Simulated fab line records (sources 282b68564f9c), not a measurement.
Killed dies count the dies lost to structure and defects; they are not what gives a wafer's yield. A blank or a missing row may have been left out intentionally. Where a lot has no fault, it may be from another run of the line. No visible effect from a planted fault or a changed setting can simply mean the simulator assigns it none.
fab line records	flow ritCmos
record lots=5	wafers=23
route steps=202 shown NLDD@104 PLDD@115 SPACER@130 NSD@139 SDANNEAL@156 CONTACT@175 M1@190
startH: hours from the record's opening day to when the first of the lot's shown wafers began	waitH: time in hours since the lot's previous step	" unchanged from the row above	L1.1+2: a single row standing in for several wafers	- no value, or no start given	* or withheld: withheld	< > ~ a bound
route shown NAME@n: a module of which the file shows steps, and the number in the route of the first	usual: mean/standard deviation of fault-free wafers	same: alike in all rows	chamber/n: place in a boat	sites: per-site readings	_std_site: standard deviation across them	_edge_site: mean of outer sites minus mean of inner sites	radiusMm: for every site, how far away it sits from the centre of the wafer	mask NAME#n: copy n	behind: tool/chamber where the wafer was last shaped	hold: why the lot was held/for how many hours/how that ended	device: names the non-switching transistor (n, p or np)	end of line: tests of these same wafers at the route's end	step lacking rows: just its recipe	killed: dies lost to structure and defects at the first sort, not the wafer's yield	map: per-die view of a wafer (x killed, . not killed, _ where there is no die)
set.NAME: the setting the step ran with; set.NAME@STEP: the setting that earlier step ran with	model.NAME: the simulator's own value behind a step, which no gauge read
lots whose settings were changed on purpose; a table a step, a row a wafer
## steps
# step RIT_NLDD_COAT_01
# recipe resist=NOVOLAK	spinRpm=3250	resistThkNm=1000
lot.wafer	tool	chamber	startH	waitH	set.resistThkNm	model.NOVOLAK_of_NLDD_COAT_01.thkNm
L074.1	lithoTrack-01	0	43.38	0.1	1000	995.3
L074.3	"	0	"	"	1056	1050
L074.4	"	0	"	"	1056	1051
L074.5	"	0	"	"	1000	996.6
L074.6	"	0	"	"	1056	1052
L077.1	lithoTrack-02	0	67.45	0.1	1000	1003
L077.2	"	0	"	"	1000	998.8
L077.3	"	0	"	"	982.4	981.4
L077.4	"	0	"	"	1000	1002
L077.5	"	0	"	"	982.4	981.2
L082.1	lithoTrack-02	0	94.37	0.1	970.9	969.1
L082.2	"	0	"	"	1000	1001
L082.3	"	0	"	"	1000	996.8
L082.4	"	0	"	"	970.9	973
L082.6	"	0	"	"	1000	999.2
L083.1	lithoTrack-01	0	102.34	0.1	1000	1002
L083.5	"	0	"	"	1000	996.1
L083.6	"	0	"	"	1000	999.6
L085.1	lithoTrack-01	0	103.57	0.1	1000	1000
L085.2+5	"	0	"	"	1047	1047
L085.3	"	0	"	"	1000	999.1
L085.4	"	0	"	"	1047	1046
# step RIT_NLDD_SOFTBAKE_02
# recipe resist=NOVOLAK	tempC=90	timeS=60
# step RIT_NLDD_EXPOSE_03
# recipe maskId=M7	na=0.57	targetCdNm=40700	doseMj=250
# step RIT_NLDD_DEVELOP_05
# recipe resist=NOVOLAK	developTimeS=50	devTempC=23
# step RIT_NLDD_HARDBAKE_07
# recipe resist=NOVOLAK	tempC=140	timeS=60
lot.wafer	tool	chamber	startH	waitH	set.resistThkNm@NLDD_COAT_01	model.NOVOLAK_of_NLDD_COAT_01.thkNm
L074.1	lithoTrack-03	0	44.48	0.0	1000	879.7
L074.3	"	0	"	"	1056	927.8
L074.4	"	0	"	"	1056	928.7
L074.5	"	0	"	"	1000	880.8
L074.6	"	0	"	"	1056	929.3
L077.1	lithoTrack-02	0	68.19	0.0	1000	886.3
L077.2	"	0	"	"	1000	882.8
L077.3	"	0	"	"	982.4	867.5
L077.4	"	0	"	"	1000	885.5
L077.5	"	0	"	"	982.4	867.3
L082.1	lithoTrack-01	0	95.23	0.0	970.9	856.8
L082.2	"	0	"	"	1000	884.4
L082.3	"	0	"	"	1000	880.9
L082.4	"	0	"	"	970.9	860.2
L082.6	"	0	"	"	1000	883.1
L083.1	lithoTrack-03	0	103.44	0.0	1000	885.9
L083.5	"	0	"	"	1000	880.3
L083.6	"	0	"	"	1000	883.5
L085.1	lithoTrack-01	0	104.30	0.0	1000	884
L085.2	"	0	"	"	1047	924.9
L085.3	"	0	"	"	1000	882.9
L085.4	"	0	"	"	1047	924.4
L085.5	"	0	"	"	1047	925.1
# step RIT_PLDD_COAT_01
# recipe resist=NOVOLAK	spinRpm=3250	resistThkNm=1000
lot.wafer	tool	chamber	startH	waitH	set.spinRpm	model.NOVOLAK_of_PLDD_COAT_01.thkNm
L074.1	lithoTrack-01	0	45.16	0.1	3250	999.4
L074.3	"	0	"	"	3250	999.2
L074.4+6	"	0	"	"	3076	1026
L074.5	"	0	"	"	3076	1024
L077.1	lithoTrack-02	0	68.87	0.1	3250	1000
L077.2	"	0	"	"	3250	997.9
L077.3+5	"	0	"	"	3250	1001
L077.4	"	0	"	"	3250	998.2
L082.1	lithoTrack-01	0	95.91	0.1	3250	1001
L082.2	"	0	"	"	3250	1000
L082.3	"	0	"	"	3096	1023
L082.4	"	0	"	"	3096	1027
L082.6	"	0	"	"	3096	1026
L083.1	lithoTrack-02	0	104.12	0.1	3250	996.7
L083.5	"	0	"	"	3250	996.5
L083.6	"	0	"	"	3250	998.2
L085.1	lithoTrack-02	0	105.02	0.1	3138	1012
L085.2	"	0	"	"	3250	997.9
L085.3	"	0	"	"	3250	997.7
L085.4	"	0	"	"	3138	1015
L085.5	"	0	"	"	3138	1016
# step RIT_PLDD_SOFTBAKE_02
# recipe resist=NOVOLAK	tempC=90	timeS=60
# step RIT_PLDD_EXPOSE_03
# recipe maskId=M8	na=0.57	targetCdNm=40900	doseMj=250
# step RIT_PLDD_DEVELOP_05
# recipe resist=NOVOLAK	developTimeS=50	devTempC=23
# step RIT_PLDD_HARDBAKE_07
# recipe resist=NOVOLAK	tempC=140	timeS=60
lot.wafer	tool	chamber	startH	waitH	set.spinRpm@PLDD_COAT_01	model.NOVOLAK_of_PLDD_COAT_01.thkNm
L074.1	lithoTrack-02	0	46.02	0.0	3250	883.3
L074.3	"	0	"	"	3250	883
L074.4	"	0	"	"	3076	906.9
L074.5	"	0	"	"	3076	904.9
L074.6	"	0	"	"	3076	906.2
L077.1	lithoTrack-04	0	69.74	0.0	3250	884
L077.2	"	0	"	"	3250	882
L077.3	"	0	"	"	3250	884.8
L077.4	"	0	"	"	3250	882.2
L077.5	"	0	"	"	3250	884.3
L082.1	lithoTrack-04	0	96.65	0.0	3250	885
L082.2	"	0	"	"	3250	883.8
L082.3	"	0	"	"	3096	903.5
L082.4	"	0	"	"	3096	907
L082.6	"	0	"	"	3096	906.1
L083.1	lithoTrack-01	0	104.98	0.0	3250	880.8
L083.5	"	0	"	"	3250	880.7
L083.6	"	0	"	"	3250	882.2
L085.1	lithoTrack-01	0	105.76	0.0	3138	894.1
L085.2	"	0	"	"	3250	882
L085.3	"	0	"	"	3250	881.8
L085.4	"	0	"	"	3138	896.8
L085.5	"	0	"	"	3138	897.5
# step RIT_PLDD_IMPLANT_08
# recipe species=BF2	energyKev=20	doseCm2=9e+14	tiltDeg=7
lot.wafer	tool	chamber	startH	waitH	set.energyKev	model.implant.rpNm	model.implant.drpNm
L074.1+3+6	implanter-04	0	46.17	0.1	20	17.1	9.752
L074.4+5	"	0	"	"	19.35	16.67	9.528
L077.1+2+5	implanter-02	0	69.89	0.1	18.88	17.15	9.365
L077.3+4	"	0	"	"	20	17.94	9.752
L082.1+2+3+4+6	implanter-02	0	96.80	0.1	20	17.99	9.752
L083.1+5+6	implanter-04	0	105.13	0.1	20	17.64	9.752
L085.1+3+5	implanter-02	0	105.91	0.1	20	17.28	9.752
L085.2+4	"	0	"	"	21.14	18.04	10.14
# step RIT_PLDD_STRIP_09
# recipe chemistry=O2	timeS=180	resist=NOVOLAK	platenTempC=withheld	powerW=500	pressureMtorr=4000	o2FlowSccm=4000
# step RIT_PLDD_TW_MEAS_10
# usual PLDD_TW=2341/10
lot.wafer	tool	chamber	startH	waitH	set.energyKev@PLDD_IMPLANT_08	PLDD_TW
L074.1	filmMetro-02	-	46.50	0.1	20	2330
L074.3	"	-	"	"	20	2334
L074.4	"	-	"	"	19.35	2312
L074.5	"	-	"	"	19.35	2311
L074.6	"	-	"	"	20	2329
L077.1	filmMetro-01	-	70.21	0.1	18.88	2317
L077.2	"	-	"	"	18.88	2321
L077.3	"	-	"	"	20	2366
L077.4	"	-	"	"	20	2363
L077.5	"	-	"	"	18.88	2318
L082.1	filmMetro-01	-	97.13	0.1	20	2339
L082.2	"	-	"	"	20	2337
L082.3	"	-	"	"	20	2334
L082.4	"	-	"	"	20	2342
L082.6	"	-	"	"	20	2346
L083.1	filmMetro-01	-	105.46	0.1	20	2335
L083.5	"	-	"	"	20	2340
L083.6	"	-	"	"	20	2341
L085.1	filmMetro-02	-	106.23	0.1	20	2335
L085.2	"	-	"	"	21.14	2365
L085.3	"	-	"	"	20	2350
L085.4	"	-	"	"	21.14	2373
L085.5	"	-	"	"	20	2344
# step RIT_SPACER_ETCHBACK_05
# recipe targetDepthA=2500	SF6_flow_sccm=30	CHF3_flow_sccm=30	target=Si3N4	chemistry=SF6/CHF3	pressureMtorr=40	rfW=250	timeS=240	stopOn=SiO2
lot.wafer	tool	chamber	startH	waitH	set.timeS	model.poly-Si_of_GATE_CVD_08.thkNm	model.Si3N4_of_SPACER_CVD_03.thkNm
L074.1	rieDiel-03	3	49.51	0.1	240	171.9	198.8
L074.3	"	2	"	"	205.9	181.9	207.9
L074.4	"	0	"	"	205.9	183.7	208.9
L074.5	"	0	"	"	205.9	183.6	206.6
L074.6	"	3	"	"	240	175.1	198.1
L077.1	rieDiel-03	0	73.61	0.1	240	172.7	196.6
L077.2	"	2	"	"	240	171.7	195.1
L077.3	"	1	"	"	240	172.3	194.6
L077.4	"	3	"	"	240	172.1	195.2
L077.5	"	3	"	"	240	170.5	195.1
L082.1	rieDiel-01	2	100.49	0.1	267	163	190.9
L082.2	"	1	"	"	240	171	197.5
L082.3	"	0	"	"	267	162.5	191.2
L082.4	"	3	"	"	267	165.2	192.3
L082.6	"	3	"	"	240	171.7	200.3
L083.1	rieDiel-03	0	107.86	0.1	240	173.6	193.5
L083.5	"	3	"	"	240	173.5	193.7
L083.6	"	2	"	"	240	174.3	195.5
L085.1	rieDiel-03	2	109.78	0.1	240	169.1	195.1
L085.2	"	3	"	"	240	169.2	194.1
L085.3	"	1	"	"	240	170.1	194.9
L085.4	"	0	"	"	254.9	165.3	192.5
L085.5	"	1	"	"	254.9	166.3	193.8
# step RIT_NSD_IMPLANT_08
# recipe species=P	energyKev=25	doseCm2=1e+15	tiltDeg=7
lot.wafer	tool	chamber	startH	waitH	set.doseCm2
L074.1+3+4	implanter-03	0	51.07	0.1	1.047e+15
L074.5+6	"	0	"	"	1e+15
L077.1+4+5	implanter-02	0	74.86	0.1	1e+15
L077.2+3	"	0	"	"	1.066e+15
L082.1+2+3+4+6	implanter-03	0	101.75	0.1	1e+15
L083.1+5+6	implanter-03	0	109.05	0.1	1e+15
L085.1+2+3+4+5	implanter-01	0	111.39	0.1	1e+15
# step RIT_NSD_STRIP_09
# recipe chemistry=O2	timeS=180	resist=NOVOLAK	platenTempC=withheld	powerW=500	pressureMtorr=4000	o2FlowSccm=4000
# step RIT_SDANNEAL_RTA_03
# recipe tempC=1050	timeS=5	idleTempC=600	rampUpCPerS=342	rampDownCPerS=171	coolToC=600	ambient=N2
# step RIT_SDANNEAL_RS_MEAS_05
# recipe thkMeasGauge=four-point-probe
# usual NSD_RS=84.65/0.24
lot.wafer	tool	chamber	startH	waitH	set.doseCm2@NSD_IMPLANT_08	NSD_RS[ohm/sq]
L074.1	filmMetro-02	-	53.54	0.1	1.047e+15	81.60
L074.3	"	-	"	"	1.047e+15	81.65
L074.4	"	-	"	"	1.047e+15	81.61
L074.5	"	-	"	"	1e+15	84.35
L074.6	"	-	"	"	1e+15	84.63
L077.1	filmMetro-01	-	77.23	0.1	1e+15	84.70
L077.2	"	-	"	"	1.066e+15	80.33
L077.3	"	-	"	"	1.066e+15	80.47
L077.4	"	-	"	"	1e+15	84.56
L077.5	"	-	"	"	1e+15	84.28
L082.1	filmMetro-02	-	104.23	0.1	1e+15	84.88
L082.2	"	-	"	"	1e+15	84.73
L082.3	"	-	"	"	1e+15	84.97
L082.4	"	-	"	"	1e+15	84.77
L082.6	"	-	"	"	1e+15	84.86
L083.1	filmMetro-03	-	111.77	0.1	1e+15	84.54
L083.5	"	-	"	"	1e+15	84.48
L083.6	"	-	"	"	1e+15	84.40
L085.1	filmMetro-02	-	113.74	0.1	1e+15	84.69
L085.2	"	-	"	"	1e+15	84.91
L085.3	"	-	"	"	1e+15	84.85
L085.4	"	-	"	"	1e+15	85.07
L085.5	"	-	"	"	1e+15	84.87
# step RIT_SDANNEAL_RS_MEAS_06
# recipe thkMeasGauge=four-point-probe
# usual PLDD_RS=178.8/0.5
lot.wafer	tool	chamber	startH	waitH	set.energyKev@PLDD_IMPLANT_08	PLDD_RS[ohm/sq]
L074.1	filmMetro-02	-	53.66	0.1	20	179.1
L074.3	"	-	"	"	20	179.3
L074.4	"	-	"	"	19.35	181.3
L074.5	"	-	"	"	19.35	181.4
L074.6	"	-	"	"	20	178.6
L077.1	filmMetro-01	-	77.35	0.1	18.88	182.6
L077.2	"	-	"	"	18.88	182.6
L077.3	"	-	"	"	20	178.8
L077.4	"	-	"	"	20	178.4
L077.5	"	-	"	"	18.88	182.9
L082.1	filmMetro-02	-	104.35	0.1	20	178.8
L082.2	"	-	"	"	20	178.7
L082.3	"	-	"	"	20	178.8
L082.4	"	-	"	"	20	178.6
L082.6	"	-	"	"	20	178.8
L083.1	filmMetro-03	-	111.89	0.1	20	178.0
L083.5	"	-	"	"	20	178.5
L083.6	"	-	"	"	20	178.3
L085.1	filmMetro-02	-	113.86	0.1	20	179.5
L085.2	"	-	"	"	21.14	175.4
L085.3	"	-	"	"	20	179.4
L085.4	"	-	"	"	21.14	175.3
L085.5	"	-	"	"	20	179.1
# step RIT_CONTACT_DEVELOP_07
# recipe resist=NOVOLAK	developTimeS=120	devTempC=23
lot.wafer	tool	chamber	startH	waitH	set.developTimeS
L074.1+6	lithoTrack-02	0	-	-	102.5
L074.3+4+5	"	0	"	"	120
L077.1+2	lithoTrack-03	0	-	-	120
L077.3+4+5	"	0	"	"	136.8
L082.1+2+3+4+6	lithoTrack-02	0	-	-	120
L083.1+5+6	lithoTrack-03	0	-	-	120
L085.1+2	lithoTrack-03	0	-	-	120
L085.3+4+5	"	0	"	"	130.6
# step RIT_CONTACT_CD_MEAS_08
# recipe targetCdNm=1000
# usual cdNm=1000.3/1.8
lot.wafer	tool	chamber	startH	waitH	set.developTimeS@CONTACT_DEVELOP_07	cdNm
L074.1	cdSem-01	-	55.51	-	102.5	984.9
L074.3	"	-	"	"	120	996.9
L074.4	"	-	"	"	120	997.8
L074.5	"	-	"	"	120	997.0
L074.6	"	-	"	"	102.5	986.5
L077.1	cdSem-01	-	79.50	-	120	1000.8
L077.2	"	-	"	"	120	1000.7
L077.3	"	-	"	"	136.8	1012.1
L077.4	"	-	"	"	136.8	1012.5
L077.5	"	-	"	"	136.8	1012.0
L082.1	cdSem-01	-	106.19	-	120	997.1
L082.2	"	-	"	"	120	999.5
L082.3	"	-	"	"	120	998.2
L082.4	"	-	"	"	120	998.9
L082.6	"	-	"	"	120	999.4
L083.1	cdSem-01	-	113.78	-	120	1003.4
L083.5	"	-	"	"	120	1004.4
L083.6	"	-	"	"	120	998.8
L085.1	cdSem-01	-	115.70	-	120	1001.5
L085.2	"	-	"	"	120	999.3
L085.3	"	-	"	"	130.6	1007.3
L085.4	"	-	"	"	130.6	1005.8
L085.5	"	-	"	"	130.6	1008.4
# step RIT_CONTACT_HARDBAKE_10
# recipe resist=NOVOLAK	tempC=140	timeS=60
# step RIT_CONTACT_ETCH_11
# recipe targetDepthA=4800	overEtchFrac=0.2	stopOn=TiSi2	chemistry=CHF3/CF4/Ar	target=SiO2	CHF3_flow_sccm=50	cf4FlowSccm=10	Ar_flow_sccm=100	O2_flow_sccm=5	pressureMtorr=100	rfW=200	timeS=320
lot.wafer	tool	chamber	startH	waitH	set.developTimeS@CONTACT_DEVELOP_07	model.CONTACT.cdNm
L074.1	rieDiel-03	0	55.81	0.1	102.5	985
L074.3	"	3	"	"	120	997
L074.4	"	2	"	"	120	997.8
L074.5	"	3	"	"	120	996.9
L074.6	"	0	"	"	102.5	986.4
L077.1	rieDiel-02	1	79.80	0.1	120	1001
L077.2	"	0	"	"	120	1000
L077.3	"	2	"	"	136.8	1013
L077.4+5	"	3,0	"	"	136.8	1012
L082.1	rieDiel-04	3	106.49	0.1	120	996.9
L082.2	"	1	"	"	120	999.5
L082.3	"	2	"	"	120	997.9
L082.4	"	0	"	"	120	999
L082.6	"	1	"	"	120	999.3
L083.1	rieDiel-03	0	114.09	0.1	120	1003
L083.5	"	1	"	"	120	1004
L083.6	"	0	"	"	120	998.7
L085.1	rieDiel-03	0	116.02	0.1	120	1002
L085.2	"	3	"	"	120	998.9
L085.3	"	2	"	"	130.6	1007
L085.4	"	1	"	"	130.6	1006
L085.5	"	2	"	"	130.6	1008
# step RIT_CONTACT_STRIP_12
# recipe chemistry=O2	timeS=180	resist=NOVOLAK	platenTempC=withheld	powerW=500	pressureMtorr=4000	o2FlowSccm=4000
# step RIT_CONTACT_CD_MEAS_90
# recipe targetCdNm=1000
# usual cdNm=1000.2/1.8
lot.wafer	tool	chamber	startH	waitH	set.developTimeS@CONTACT_DEVELOP_07	cdNm
L074.1	cdSem-02	-	56.18	0.1	102.5	984.7
L074.3	"	-	"	"	120	997.0
L074.4	"	-	"	"	120	997.6
L074.5	"	-	"	"	120	996.9
L074.6	"	-	"	"	102.5	986.3
L077.1	cdSem-02	-	80.17	0.1	120	1001.1
L077.2	"	-	"	"	120	1000.4
L077.3	"	-	"	"	136.8	1012.7
L077.4	"	-	"	"	136.8	1012.4
L077.5	"	-	"	"	136.8	1011.6
L082.1	cdSem-02	-	106.86	0.1	120	997.0
L082.2	"	-	"	"	120	999.4
L082.3	"	-	"	"	120	998.0
L082.4	"	-	"	"	120	999.2
L082.6	"	-	"	"	120	999.3
L083.1	cdSem-01	-	114.45	0.1	120	1003.2
L083.5	"	-	"	"	120	1004.5
L083.6	"	-	"	"	120	998.6
L085.1	cdSem-01	-	116.38	0.1	120	1001.6
L085.2	"	-	"	"	120	999.0
L085.3	"	-	"	"	130.6	1007.2
L085.4	"	-	"	"	130.6	1006.3
L085.5	"	-	"	"	130.6	1008.1
# step RIT_M1_EXPOSE_06
# recipe maskId=M12	na=0.6	sourceShape=conventional	sigmaOuter=0.5	targetCdNm=2600	doseMj=250
lot.wafer	tool	chamber	startH	waitH	mask	set.doseMj
L074.1+4	ilineStepper-01	0	57.75	0.2	M12#0	241.4
L074.3+5+6	"	0	"	"	M12#0	250
L077.1+2+3+4+5	ilineStepper-01	0	81.69	0.2	M12#0	250
L082.1+3	ilineStepper-01	0	108.27	0.1	M12#0	255.5
L082.2+4+6	"	0	"	"	M12#0	250
L083.1+5+6	ilineStepper-01	0	115.87	0.1	M12#0	250
L085.1+5	ilineStepper-02	0	117.81	0.1	M12#0	260.3
L085.2+3+4	"	0	"	"	M12#0	250
# step RIT_M1_PEB_07
# recipe resist=NOVOLAK	tempC=withheld	timeS=withheld
# step RIT_M1_DEVELOP_08
# recipe resist=NOVOLAK	developTimeS=68	devTempC=23
# step RIT_M1_CD_MEAS_09
# recipe targetCdNm=2600
# usual cdNm=2600.4/2
lot.wafer	tool	chamber	startH	waitH	set.doseMj@M1_EXPOSE_06	cdNm
L074.1	cdSem-01	-	58.18	-	241.4	2613.8
L074.3	"	-	"	"	250	2602.5
L074.4	"	-	"	"	241.4	2610.2
L074.5	"	-	"	"	250	2602.3
L074.6	"	-	"	"	250	2604.0
L077.1	cdSem-01	-	82.12	-	250	2598.1
L077.2	"	-	"	"	250	2598.6
L077.3	"	-	"	"	250	2600.3
L077.4	"	-	"	"	250	2597.2
L077.5	"	-	"	"	250	2596.9
L082.1	cdSem-01	-	108.70	-	255.5	2593.5
L082.2	"	-	"	"	250	2599.1
L082.3	"	-	"	"	255.5	2595.3
L082.4	"	-	"	"	250	2600.5
L082.6	"	-	"	"	250	2598.0
L083.1	cdSem-02	-	116.30	-	250	2601.6
L083.5	"	-	"	"	250	2600.2
L083.6	"	-	"	"	250	2599.5
L085.1	cdSem-01	-	118.24	-	260.3	2586.4
L085.2	"	-	"	"	250	2599.5
L085.3	"	-	"	"	250	2599.1
L085.4	"	-	"	"	250	2599.0
L085.5	"	-	"	"	260.3	2587.3
# step RIT_M1_METAL_ETCH_12
# recipe stopOn=SiO2	chemistry=Cl2/BCl3	target=Al	timeS=165	overEtchFrac=0.5	pressureMtorr=100	targetDepthA=6000	rfW=250	Cl2_flow_sccm=60	bcl3FlowSccm=50
lot.wafer	tool	chamber	startH	waitH	set.rfW	model.NOVOLAK_of_M1_COAT_04.thkNm
L074.1	rieMetal-02	0	58.59	0.2	241.9	829.7
L074.3	"	1	"	"	241.9	833.8
L074.4	"	0	"	"	241.9	826.4
L074.5	"	0	"	"	250	814.2
L074.6	"	1	"	"	250	819.2
L077.1	rieMetal-02	1	82.53	0.2	250	810.8
L077.2	"	0	"	"	258.7	794.8
L077.3	"	1	"	"	250	811.3
L077.4	"	0	"	"	250	801.3
L077.5	"	1	"	"	258.7	791.2
L082.1	rieMetal-04	0	109.18	0.2	250	805.6
L082.2	"	1	"	"	250	799.1
L082.3	"	0	"	"	250	805.4
L082.4	"	1	"	"	250	805.8
L082.6	"	0	"	"	250	806
L083.1	rieMetal-02	0	116.72	0.2	250	805
L083.5	"	0	"	"	250	805.1
L083.6	"	1	"	"	250	808.4
L085.1	rieMetal-04	1	118.65	0.2	250	811
L085.2	"	0	"	"	250	816.9
L085.3	"	0	"	"	269.3	796.9
L085.4	"	1	"	"	250	812.8
L085.5	"	0	"	"	269.3	795.4
# step RIT_M1_STRIP_13
# recipe chemistry=nmp	resist=NOVOLAK	tempC=80	timeS=600	dry=n2Spin
# step RIT_M1_STRIP_14
# recipe chemistry=O2	timeS=180	platenTempC=withheld	powerW=500	pressureMtorr=4000	o2FlowSccm=4000
# step RIT_M1_CD_MEAS_90
# recipe targetCdNm=2600
# usual cdNm=2601/3
lot.wafer	tool	chamber	startH	waitH	set.doseMj@M1_EXPOSE_06	cdNm
L074.1	cdSem-02	-	59.16	0.1	241.4	2613
L074.3	"	-	"	"	250	2603
L074.4	"	-	"	"	241.4	2610
L074.5	"	-	"	"	250	2601
L074.6	"	-	"	"	250	2602
L077.1	cdSem-01	-	83.06	0.1	250	2594
L077.2	"	-	"	"	250	2595
L077.3	"	-	"	"	250	2598
L077.4	"	-	"	"	250	2593
L077.5	"	-	"	"	250	2594
L082.1	cdSem-02	-	109.71	0.1	255.5	2596
L082.2	"	-	"	"	250	2600
L082.3	"	-	"	"	255.5	2596
L082.4	"	-	"	"	250	2601
L082.6	"	-	"	"	250	2599
L083.1	cdSem-02	-	117.30	0.2	250	2598
L083.5	"	-	"	"	250	2597
L083.6	"	-	"	"	250	2598
L085.1	cdSem-02	-	119.16	0.1	260.3	2588
L085.2	"	-	"	"	250	2601
L085.3	"	-	"	"	250	2597
L085.4	"	-	"	"	250	2601
L085.5	"	-	"	"	260.3	2586
## key
split step=RIT_NLDD_COAT_01	setting=resistThkNm	stated=1000	by=wafer
response step=RIT_NLDD_COAT_01	reading=model.NOVOLAK_of_NLDD_COAT_01.thkNm	change=+9.96	per=1%	r=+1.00
response step=RIT_NLDD_HARDBAKE_07	reading=model.NOVOLAK_of_NLDD_COAT_01.thkNm	change=+8.71	per=1%	r=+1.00
split step=RIT_PLDD_COAT_01	setting=spinRpm	stated=3250	by=wafer
response step=RIT_PLDD_COAT_01	reading=model.NOVOLAK_of_PLDD_COAT_01.thkNm	change=-4.93	per=1%	r=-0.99
response step=RIT_PLDD_HARDBAKE_07	reading=model.NOVOLAK_of_PLDD_COAT_01.thkNm	change=-4.31	per=1%	r=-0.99
split step=RIT_PLDD_IMPLANT_08	setting=energyKev	stated=20	by=wafer
response step=RIT_PLDD_IMPLANT_08	reading=model.implant.rpNm	change=+0.137	per=1%	r=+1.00
response step=RIT_PLDD_IMPLANT_08	reading=model.implant.drpNm	change=+0.0685	per=1%	r=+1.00
response step=RIT_PLDD_TW_MEAS_10	reading=PLDD_TW	change=+6.32	per=1%	r=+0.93
response step=RIT_SDANNEAL_RS_MEAS_06	reading=PLDD_RS	change=-0.712	per=1%	r=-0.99
split step=RIT_SPACER_ETCHBACK_05	setting=timeS	stated=240	by=wafer
response step=RIT_SPACER_ETCHBACK_05	reading=model.poly-Si_of_GATE_CVD_08.thkNm	change=-0.671	per=1%	r=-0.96
response step=RIT_SPACER_ETCHBACK_05	reading=model.Si3N4_of_SPACER_CVD_03.thkNm	change=-0.613	per=1%	r=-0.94
split step=RIT_NSD_IMPLANT_08	setting=doseCm2	stated=1e+15	by=wafer
response step=RIT_SDANNEAL_RS_MEAS_05	reading=NSD_RS	change=-0.619	per=1%	r=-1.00
split step=RIT_CONTACT_DEVELOP_07	setting=developTimeS	stated=120	by=wafer
response step=RIT_CONTACT_CD_MEAS_08	reading=cdNm	change=+0.798	per=1%	r=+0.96
response step=RIT_CONTACT_ETCH_11	reading=model.CONTACT.cdNm	change=+0.802	per=1%	r=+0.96
response step=RIT_CONTACT_CD_MEAS_90	reading=cdNm	change=+0.806	per=1%	r=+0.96
split step=RIT_M1_EXPOSE_06	setting=doseMj	stated=250	by=wafer
response step=RIT_M1_CD_MEAS_09	reading=cdNm	change=-2.76	per=1%	r=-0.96
response step=RIT_M1_CD_MEAS_90	reading=cdNm	change=-2.76	per=1%	r=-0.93
split step=RIT_M1_METAL_ETCH_12	setting=rfW	stated=250	by=wafer
response step=RIT_M1_METAL_ETCH_12	reading=model.NOVOLAK_of_M1_COAT_04.thkNm	change=-2.79	per=1%	r=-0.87
